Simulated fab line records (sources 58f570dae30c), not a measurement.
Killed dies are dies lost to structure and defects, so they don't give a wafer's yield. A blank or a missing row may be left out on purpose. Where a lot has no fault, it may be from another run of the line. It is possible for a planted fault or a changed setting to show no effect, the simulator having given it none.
Tool commonality check + flow berkeleyCmos170 + Sampled: 15 lots, 45 wafers

WHAT PROMPTED THE OPENING
UCB170_V2_THK_MEAS_01, reading V2_TEOS_THK: flagged on 3 of 15 lots. Fault-free wafers read 1996 nm, with a standard deviation of 25.
Rule: a lot is flagged in two cases, either no wafer of it has a number, or all its wafers with numbers fall more than 4 standard deviations from that mean. All remaining lots are regarded as sound.

| lot  | measured     | on           | V2_TEOS_THK (nm), wafer by wafer | flag    |
|------|--------------|--------------|----------------------------------|---------|
| L388 | day 7 04:58  | filmMetro-02 | 1956 1962 1982                   |         |
| L389 | day 7 08:08  | filmMetro-02 | 1963 1993 2020                   |         |
| L390 | day 8 00:06  | filmMetro-04 | 1964 2004 1974                   |         |
| L392 | day 8 00:16  | filmMetro-01 | 1968 2011 2012                   |         |
| L391 | day 8 00:47  | filmMetro-01 | 1991 1991 2030                   |         |
| L398 | day 9 07:29  | filmMetro-01 | 2039 2049 2031                   |         |
| L399 | day 9 20:08  | filmMetro-02 | 2866 2850 2896                   | FLAGGED |
| L402 | day 10 06:43 | filmMetro-02 | 2860 2886 2908                   | FLAGGED |
| L403 | day 10 18:02 | filmMetro-01 | 2852 2854 2834                   | FLAGGED |
| L407 | day 11 05:52 | filmMetro-01 | 1973 2017 2026                   |         |
| L406 | day 11 10:39 | filmMetro-04 | 1986 1986 2018                   |         |
| L408 | day 11 13:57 | filmMetro-02 | 2001 1973 1994                   |         |
| L409 | day 11 14:59 | filmMetro-01 | 1983 2020 2031                   |         |
| L410 | day 12 02:05 | filmMetro-02 | 1975 1999 2045                   |         |
| L411 | day 12 17:14 | filmMetro-02 | 1989 1960 2008                   |         |
The mean of the flagged lots' numbers is 2867 nm, +871 nm from the usual (+35 standard deviations).

WHICH TOOL EACH LOT WENT THROUGH
2 process steps preceding the reading are held in the record, out of 331 steps in the route. Read each cell as the tool, then ch plus the chambers that the sampled wafers visited, then the start.
| lot  | flag    | UCB170_PFIELD_STRIP_08             | UCB170_V2_CVD_00                |
|------|---------|------------------------------------|---------------------------------|
| L388 |         | plasmaAsher-04 ch 0,1, day 3 23:11 | pecvd-04 ch 0,1, day 7 04:49    |
| L389 |         | plasmaAsher-04 ch 0,1, day 4 08:08 | pecvd-02 ch 0,1, day 7 07:59    |
| L390 |         | plasmaAsher-01 ch 0,1, day 4 22:08 | pecvd-04 ch 0,1,2, day 7 23:57  |
| L392 |         | plasmaAsher-04 ch 0,1, day 4 22:36 | pecvd-02 ch 0,1,2, day 8 00:07  |
| L391 |         | plasmaAsher-04 ch 0,1, day 4 21:53 | pecvd-03 ch 1,2, day 8 00:33    |
| L398 |         | plasmaAsher-03 ch 0,1, day 6 03:12 | pecvd-02 ch 0,1,2, day 9 07:22  |
| L399 | FLAGGED | plasmaAsher-01 ch 0,1, day 6 11:23 | pecvd-02 ch 1,2, day 9 19:56    |
| L402 | FLAGGED | plasmaAsher-04 ch 0,1, day 6 20:32 | pecvd-02 ch 0,1, day 10 06:32   |
| L403 | FLAGGED | plasmaAsher-04 ch 0,1, day 7 08:45 | pecvd-02 ch 0,1,2, day 10 17:53 |
| L407 |         | plasmaAsher-04 ch 0,1, day 8 01:21 | pecvd-03 ch 0,1, day 11 05:41   |
| L406 |         | plasmaAsher-01 ch 0, day 8 01:04   | pecvd-03 ch 1,2, day 11 10:29   |
| L408 |         | plasmaAsher-03 ch 0,1, day 8 12:35 | pecvd-03 ch 0,2, day 11 13:47   |
| L409 |         | plasmaAsher-04 ch 0,1, day 8 12:16 | pecvd-03 ch 0,1,2, day 11 14:49 |
| L410 |         | plasmaAsher-03 ch 0,1, day 8 21:43 | pecvd-04 ch 0,1,2, day 12 01:56 |
| L411 |         | plasmaAsher-01 ch 0,1, day 9 09:25 | pecvd-04 ch 1,2, day 12 17:05   |
What the steps here do:
- UCB170_PFIELD_STRIP_08: strips in O2.
- UCB170_V2_CVD_00: deposits SiO2 from TEOS/O2, target thk 2000 nm, time 250 s.
- UCB170_V2_THK_MEAS_01

FLAGGED AGAINST TOTAL, ONE TOOL AT A TIME (gauges that did the reading follow at the end)
| step                   | tool           | lots run | flagged | share of the flagged lots | sound lots run after its first flagged lot |
|------------------------|----------------|----------|---------|---------------------------|--------------------------------------------|
| UCB170_PFIELD_STRIP_08 | plasmaAsher-01 | 4        | 1       | some                      | 2 (L406,L411)                              |
| UCB170_PFIELD_STRIP_08 | plasmaAsher-03 | 3        | 0       | none                      | -                                          |
| UCB170_PFIELD_STRIP_08 | plasmaAsher-04 | 8        | 2       | some                      | 2 (L407,L409)                              |
| UCB170_V2_CVD_00       | pecvd-02       | 6        | 3       | all                       | 0                                          |
| UCB170_V2_CVD_00       | pecvd-03       | 5        | 0       | none                      | -                                          |
| UCB170_V2_CVD_00       | pecvd-04       | 4        | 0       | none                      | -                                          |
| UCB170_V2_THK_MEAS_01  | filmMetro-01   | 6        | 1       | some                      | 2 (L407,L409)                              |
| UCB170_V2_THK_MEAS_01  | filmMetro-02   | 7        | 2       | some                      | 3 (L408,L410,L411)                         |
| UCB170_V2_THK_MEAS_01  | filmMetro-04   | 2        | 0       | none                      | -                                          |

THE TABLE: WHAT IT ALLOWS
All flagged lots share 1 row of the table, namely pecvd-02 at UCB170_V2_CVD_00.
- pecvd-02 at UCB170_V2_CVD_00: 3 of its 6 lots flagged. Its last sound lot is L398 (day 9 07:22), its first flagged lot L399 (day 9 19:56): a fault that began between those two fits.
Just one tool remains: pecvd-02 at UCB170_V2_CVD_00.

WHAT THE SIMULATOR HAD PUT IN
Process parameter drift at UCB170_V2_CVD_00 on pecvd-02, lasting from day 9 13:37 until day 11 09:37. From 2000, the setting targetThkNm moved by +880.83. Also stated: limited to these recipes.
Shown lots that were struck: L399, L402, L403. This agrees with what the rule above found.
